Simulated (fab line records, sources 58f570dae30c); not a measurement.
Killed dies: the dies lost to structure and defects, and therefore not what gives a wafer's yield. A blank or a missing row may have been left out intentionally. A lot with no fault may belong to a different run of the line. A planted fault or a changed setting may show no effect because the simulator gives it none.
fab line records	flow berkeley_cmos170
record lots=14	wafers=42	last_day=12
route steps=331 shown ZERO@12 PWELL@49 FIELD@96 V2@293
lots that met no fault: taken from a fault-free run of the same line
start_h: hours from the record's opening day to when the first of the lot's shown wafers began	wait_h: how many hours have passed since the lot's step before this one	" unchanged from the row above	L1.1+2: one row covering several wafers at once	- value missing, or start not given	* or withheld: withheld	< > ~ a bound
route shown NAME@n: a module of which the file shows steps, and the number in the route of the first	usual: mean/standard deviation of fault-free wafers	same: alike in all rows	chamber/n: place in a boat	sites: readings site by site	_std_site: standard deviation across them	_edge_site: mean of outer sites minus mean of inner sites	radius_mm: for every site, how far away it sits from the centre of the wafer	mask NAME#n: copy n	behind: tool/chamber where the wafer was last shaped	hold: cause of the lot's hold/its duration in hours/its outcome	device: the n, p or np transistor that did not switch	end of line: the route-end tests of the same wafers	step lacking rows: just its recipe	killed: the dies lost at the first sort to structure and to defects; this is not the yield of the wafer	map: the dies of a wafer, with x for killed, . for not killed, _ for no die there
set.NAME: the setting that was run; set.NAME@STEP: the one run at that earlier step	model.NAME: the simulator's own value behind a step, which no gauge read
steps of the route over a sample of lots; a table a step, a row a wafer
services: a tool's chamber out of use, with start hour (start_h, from the record's first day; less than 0 if before it), hours out, and reason
## steps
# step UCB170_ZERO_ETCH_06
# recipe chemistry=CHF3/CF4/Ar	target=SiO2	time_s=12	pressure_mtorr=100	rf_w=500	CHF3_flow_sccm=50	cf4_flow_sccm=10	Ar_flow_sccm=120	over_etch_frac=1.58
# usual cf4_flow_sccm=10.00/0.031	drypump_motor_current_A=5.7/0.45	oes_product_au=0.620/0.014	throttle_valve_pct=9.25/0.11
lot.wafer	tool	chamber	start_h	wait_h	cf4_flow_sccm	drypump_motor_current_A	oes_product_au	rf_hours_counter_h	throttle_valve_pct
L712.1	rie_diel-03	0	18.49	-	9.94	5.5	0.617	7	9.29
L712.3	"	3	"	"	10.01	5.3	0.637	25	9.32
L712.6	"	0	"	"	9.99	5.5	0.626	-	9.32
L714.1	rie_diel-03	1	27.96	-	9.93	5.8	0.604	8	9.01
L714.4	"	3	"	"	9.99	5.3	0.630	26	9.32
L714.6	"	0	"	"	9.96	5.5	0.620	-	9.31
L713.2	rie_diel-01	1	28.04	-	10.07	6.0	0.638	23	9.51
L713.4	"	0	"	"	9.97	6.7	0.624	99	9.32
L713.6	"	3	"	"	9.98	5.3	0.615	-	9.28
L716.1	rie_diel-03	0	39.90	-	10.01	5.5	0.625	8	9.31
L716.5	"	1	"	"	10.00	5.7	0.604	-	8.99
L716.6	"	2	"	"	10.00	5.2	0.616	-	9.26
L717.3	rie_diel-02	0	44.76	-	9.99	5.7	0.608	11	9.27
L717.5	"	0	"	"	9.99	5.7	0.611	-	9.28
L717.6	"	3	"	"	10.01	5.3	0.636	-	9.20
L718.1	rie_diel-01	3	52.89	-	9.99	5.3	0.617	57	9.29
L718.4	"	2	"	"	9.95	5.8	0.607	142	9.32
L718.6	"	3	"	"	9.98	5.3	0.624	-	9.26
L719.1	rie_diel-01	2	56.70	-	10.03	5.8	0.605	142	9.31
L719.3	"	3	"	"	10.05	5.4	0.618	57	9.25
L719.4	"	0	"	"	10.04	6.7	0.617	100	9.32
L722.1	rie_diel-02	3	68.98	-	9.96	5.4	0.645	56	9.20
L722.4	"	2	"	"	9.98	6.0	0.626	16	9.23
L722.6	"	2	"	"	10.01	6.0	0.625	-	9.23
L723.1	rie_diel-03	0	77.86	-	10.01	5.5	0.615	10	9.29
L723.5	"	3	"	"	9.98	5.3	0.634	-	9.31
L723.6	"	0	"	"	10.06	5.5	0.619	-	9.31
L724.3	rie_diel-02	1	84.29	-	9.99	6.5	0.597	44	9.14
L724.4	"	0	"	"	10.00	5.6	0.616	12	9.28
L724.5	"	0	"	"	9.98	5.6	0.603	-	9.28
L725.1	rie_diel-03	2	84.33	-	10.03	5.2	0.617	138	9.26
L725.2	"	3	"	"	10.01	5.3	0.640	28	9.32
L725.5	"	1	"	"	10.03	5.7	0.604	-	9.01
L729.3	rie_diel-01	2	109.71	-	10.01	5.8	0.605	144	9.32
L729.4	"	0	"	"	10.06	6.7	0.620	102	9.28
L729.6	"	3	"	"	9.99	5.4	0.610	-	9.26
L731.1	rie_diel-01	3	118.32	-	10.04	5.3	0.614	60	9.27
L731.2	"	1	"	"	10.03	6.0	0.639	28	9.52
L731.4	"	2	"	"	10.02	5.8	0.602	145	9.32
L735.2	rie_diel-03	2	137.72	-	9.98	5.2	0.619	142	9.26
L735.5	"	1	"	"	9.97	5.8	0.606	-	9.02
L735.6	"	2	"	"	9.99	5.2	0.618	-	9.24
# step UCB170_PWELL_IMPLANT_15
# recipe species=B	dose_cm2=5e+12	energy_kev=60	tilt_deg=7
# usual beam_energy_keV=60.003/0.017	end_station_pressure_torr=4.99e-06/2.6e-07
lot.wafer	tool	chamber	start_h	wait_h	beam_energy_keV	end_station_pressure_torr
L712.1	implanter-04	0	52.72	0.1	60.000	5.09e-06
L712.3	"	0	"	"	59.973	5.3e-06
L712.6	"	0	"	"	59.995	5.07e-06
L713.2	implanter-04	0	59.04	0.1	59.995	4.88e-06
L713.4	"	0	"	"	60.008	5.28e-06
L713.6	"	0	"	"	59.962	5.1e-06
L714.1	implanter-03	0	59.25	0.1	59.988	4.76e-06
L714.4	"	0	"	"	59.998	5.09e-06
L714.6	"	0	"	"	59.991	5.12e-06
L716.1	implanter-03	0	76.59	0.1	60.017	4.65e-06
L716.5	"	0	"	"	60.030	5.95e-06
L716.6	"	0	"	"	60.007	5.04e-06
L717.3	implanter-04	0	76.93	0.1	59.983	4.82e-06
L717.5	"	0	"	"	59.994	5.1e-06
L717.6	"	0	"	"	59.983	5.37e-06
L718.1	implanter-04	0	86.29	0.1	59.991	5.42e-06
L718.4	"	0	"	"	59.989	4.95e-06
L718.6	"	0	"	"	60.009	5.05e-06
L719.1	implanter-03	0	86.57	0.1	59.986	4.33e-06
L719.3	"	0	"	"	59.982	4.99e-06
L719.4	"	0	"	"	60.008	5.42e-06
L722.1	implanter-04	0	108.58	0.1	60.011	4.67e-06
L722.4	"	0	"	"	60.038	5.32e-06
L722.6	"	0	"	"	60.023	5.65e-06
L723.1	implanter-04	0	114.00	0.1	42.004	5.23e-06
L723.5	"	0	"	"	42.014	5.05e-06
L723.6	"	0	"	"	42.010	5.4e-06
L724.3	implanter-03	0	122.20	0.1	60.027	5.35e-06
L724.4	"	0	"	"	60.000	4.77e-06
L724.5	"	0	"	"	60.012	4.75e-06
L725.1	implanter-04	0	122.40	0.1	42.021	4.87e-06
L725.2	"	0	"	"	42.003	5.03e-06
L725.5	"	0	"	"	41.972	4.93e-06
L729.3	implanter-03	0	149.31	0.1	60.004	5.23e-06
L729.4	"	0	"	"	60.002	5.08e-06
L729.6	"	0	"	"	60.000	4.61e-06
L731.1	implanter-03	0	159.91	0.1	59.992	4.91e-06
L731.2	"	0	"	"	60.012	4.93e-06
L731.4	"	0	"	"	60.006	4.91e-06
L735.2	implanter-03	0	169.21	0.1	59.991	4.89e-06
L735.5	"	0	"	"	59.993	4.69e-06
L735.6	"	0	"	"	59.994	5.13e-06
# step UCB170_PWELL_TW_MEAS_17
# usual PWELL_TW=376/3
lot.wafer	tool	chamber	start_h	wait_h	PWELL_TW
L712.1	film_metro-03	-	52.97	0.1	379
L712.3	"	-	"	"	375
L712.6	"	-	"	"	378
L713.2	film_metro-01	-	59.36	0.1	371
L713.4	"	-	"	"	372
L713.6	"	-	"	"	372
L714.1	film_metro-01	-	59.50	0.1	373
L714.4	"	-	"	"	371
L714.6	"	-	"	"	373
L716.1	film_metro-03	-	76.84	0.1	378
L716.5	"	-	"	"	377
L716.6	"	-	"	"	379
L717.3	film_metro-03	-	77.15	0.1	378
L717.5	"	-	"	"	379
L717.6	"	-	"	"	377
L718.1	film_metro-04	-	86.54	0.1	377
L718.4	"	-	"	"	377
L718.6	"	-	"	"	380
L719.1	film_metro-01	-	86.82	0.1	371
L719.3	"	-	"	"	369
L719.4	"	-	"	"	370
L722.1	film_metro-01	-	108.83	0.1	370
L722.4	"	-	"	"	372
L722.6	"	-	"	"	369
L723.1	film_metro-04	-	114.25	0.1	360
L723.5	"	-	"	"	359
L723.6	"	-	"	"	362
L724.3	film_metro-04	-	122.42	0.1	372
L724.4	"	-	"	"	374
L724.5	"	-	"	"	374
L725.1	film_metro-04	-	122.65	0.1	357
L725.2	"	-	"	"	356
L725.5	"	-	"	"	355
L729.3	film_metro-04	-	149.53	0.1	374
L729.4	"	-	"	"	376
L729.6	"	-	"	"	374
L731.1	film_metro-04	-	160.16	0.1	375
L731.2	"	-	"	"	373
L731.4	"	-	"	"	374
L735.2	film_metro-04	-	169.44	0.1	377
L735.5	"	-	"	"	379
L735.6	"	-	"	"	378
# step UCB170_FIELD_THK_MEAS_90
# recipe reads=SiO2_of_FIELD_OXIDATION_01
# usual FIELD_OXIDE_LEFT_1_THK=443/9.5
lot.wafer	tool	chamber	start_h	wait_h	FIELD_OXIDE_LEFT_1_THK[nm]
L712.1	film_metro-01	-	107.65	0.0	443
L712.3	"	-	"	"	443
L712.6	"	-	"	"	440
L714.1	film_metro-03	-	115.98	0.0	441
L714.4	"	-	"	"	439
L714.6	"	-	"	"	448
L713.2	film_metro-04	-	115.99	0.0	451
L713.4	"	-	"	"	452
L713.6	"	-	"	"	455
L716.1	film_metro-04	-	137.71	0.0	437
L716.5	"	-	"	"	433
L716.6	"	-	"	"	437
L717.3	film_metro-01	-	137.73	0.0	432
L717.5	"	-	"	"	433
L717.6	"	-	"	"	437
L718.1	film_metro-03	-	146.68	0.0	439
L718.4	"	-	"	"	450
L718.6	"	-	"	"	435
L719.1	film_metro-04	-	146.68	0.0	451
L719.3	"	-	"	"	442
L719.4	"	-	"	"	439
L722.1	film_metro-04	-	162.75	0.0	426
L722.4	"	-	"	"	420
L722.6	"	-	"	"	432
L723.1	film_metro-01	-	179.56	0.0	436
L723.5	"	-	"	"	443
L723.6	"	-	"	"	435
L725.1	film_metro-03	-	179.56	0.0	448
L725.2	"	-	"	"	442
L725.5	"	-	"	"	435
L724.3	film_metro-04	-	179.58	0.0	444
L724.4	"	-	"	"	451
L724.5	"	-	"	"	455
L731.1	film_metro-04	-	207.03	0.0	446
L731.2	"	-	"	"	450
L731.4	"	-	"	"	453
L729.3	film_metro-01	-	207.05	0.1	442
L729.4	"	-	"	"	435
L729.6	"	-	"	"	438
L735.2	film_metro-04	-	218.01	0.1	445
L735.5	"	-	"	"	444
L735.6	"	-	"	"	454
# step UCB170_V2_THK_MEAS_01
# recipe reads=SiO2_of_V2_CVD_00
# usual V2_TEOS_THK=2005/32
lot.wafer	tool	chamber	start_h	wait_h	V2_TEOS_THK[nm]
L712.1	film_metro-03	-	181.87	0.1	2013
L712.3	"	-	"	"	1986
L712.6	"	-	"	"	2068
L714.1	film_metro-04	-	190.21	0.1	1978
L714.4	"	-	"	"	2049
L714.6	"	-	"	"	2024
L713.2	film_metro-03	-	190.83	0.1	1965
L713.4	"	-	"	"	2033
L713.6	"	-	"	"	1992
L716.1	film_metro-02	-	204.62	0.1	2013
L716.5	"	-	"	"	2033
L716.6	"	-	"	"	2056
L717.3	film_metro-04	-	205.25	0.1	2004
L717.5	"	-	"	"	2058
L717.6	"	-	"	"	2050
L718.1	film_metro-02	-	217.72	0.1	1957
L718.4	"	-	"	"	2071
L718.6	"	-	"	"	2005
L719.1	film_metro-04	-	218.06	0.1	2009
L719.3	"	-	"	"	1978
L719.4	"	-	"	"	2017
L722.1	film_metro-04	-	227.42	0.1	2008
L722.4	"	-	"	"	2035
L722.6	"	-	"	"	2042
L723.1	film_metro-02	-	244.45	0.1	1962
L723.5	"	-	"	"	2024
L723.6	"	-	"	"	2018
L724.3	film_metro-04	-	245.78	0.1	1977
L724.4	"	-	"	"	2020
L724.5	"	-	"	"	1993
L725.1	film_metro-04	-	246.51	0.1	1918
L725.2	"	-	"	"	1974
L725.5	"	-	"	"	2007
L729.3	film_metro-02	-	274.70	0.1	1964
L729.4	"	-	"	"	1974
L729.6	"	-	"	"	2019
L731.1	film_metro-04	-	275.55	0.1	2001
L731.2	"	-	"	"	2000
L731.4	"	-	"	"	2005
L735.2	film_metro-02	-	290.74	0.1	2008
L735.5	"	-	"	"	2057
L735.6	"	-	"	"	2012
## services
tool	chamber	start_h	hours	kind
rie_diel-03	2	12.61	4.4	repair
implanter-04	-	17.26	2.5	repair
rie_diel-03	1	17.34	7.5	repair
rie_diel-01	-	37.08	2.8	pm
implanter-04	-	48.03	4.6	pm
rie_diel-01	2	60.47	8.0	repair
rie_diel-03	0	73.00	4.3	repair
rie_diel-02	3	84.49	12.0	repair
rie_diel-03	1	116.40	9.2	repair
rie_diel-02	3	126.79	4.6	repair
implanter-04	-	134.19	3.6	repair
rie_diel-03	0	136.13	2.8	repair
rie_diel-02	-	136.51	15.6	pm
rie_diel-03	2	162.96	12.8	repair
## key
first_sign step=UCB170_PWELL_IMPLANT_15	reading=beam_energy_keV	direction=down	sigmas=99+	usual=60.003	struck=42.004
effect step=UCB170_PWELL_TW_MEAS_17	reading=PWELL_TW	direction=down	sigmas=5.9	usual=376	struck=358
met_at UCB170_PWELL_IMPLANT_15
struck_lots L723,L725
tester_left_out L723,L725
not_acting_at UCB170_ZERO_ETCH_06,UCB170_FIELD_THK_MEAS_90,UCB170_V2_THK_MEAS_01
onset_between 108.58 114.00
fault kind=process_parameter_drift	tool=implanter-04	chamber=-	onset_h=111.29	steps=UCB170_PWELL_IMPLANT_15	channel=energy_kev	offset=-18	shape=step	end_h=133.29	acts_in=these_recipes_only	stated=60
# tester_left_out: of these lots the tester's yield and bins aren't shown, on N5 and GAA mostly nor the transistor test; their killed dies are dies lost to structure and defects alone, not to doping, threshold or leakage, so they don't give the yield
